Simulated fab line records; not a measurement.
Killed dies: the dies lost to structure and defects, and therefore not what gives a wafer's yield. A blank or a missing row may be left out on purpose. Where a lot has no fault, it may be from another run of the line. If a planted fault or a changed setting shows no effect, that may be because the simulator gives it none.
Matching of chambers -- flow berkeley_cmos170 -- rie_si-01 running UCB170_GATE_ETCH_15: 4 sister chambers
The step etches poly-Si in HBr/Cl2, stops on SiO2, time 56.3 s, target depth 278.2 nm. 4 wafers are shown with their chamber, then 8 later ones without.

## WAFERS, EACH WITH ITS CHAMBER
wafer,chamber,throttle_valve_pct (%)
L452.4,2,26.24
L453.5,1,26.55
L453.6,0,26.95
L450.1,3,26.47

## WAFERS WITHOUT THEIR CHAMBER
wafer,throttle_valve_pct (%)
L450.2,26.57
L450.5,26.54
L454.1,26.95
L454.4,26.47
L454.5,26.26
L456.2,26.55
L456.3,26.24
L456.5,26.49

## WHICH CHAMBER EACH WENT THROUGH
wafer,from the rows above,in truth
L450.2,1,1
L450.5,1,1
L454.1,0,0
L454.4,3,3
L454.5,2,2
L456.2,1,1
L456.3,2,2
L456.5,3,3
Placed correctly: 8 of 8. From these rows, 0 cannot be placed. Wrongly placed: 0.
How it was worked out, from the rows above alone: a wafer's distance from a chamber is the root of the sum, over the readings, of the square of ((its reading less the chamber's mean) divided by the reading's scatter). If the next closest chamber is less than 2 further off than the closest, the wafer can't be placed; otherwise it belongs to the closest. Each chamber's mean is taken over the wafers shown for it. The scatter: root of mean squared gap, hidden wafer to nearest shown wafer, with one shown wafer a chamber.
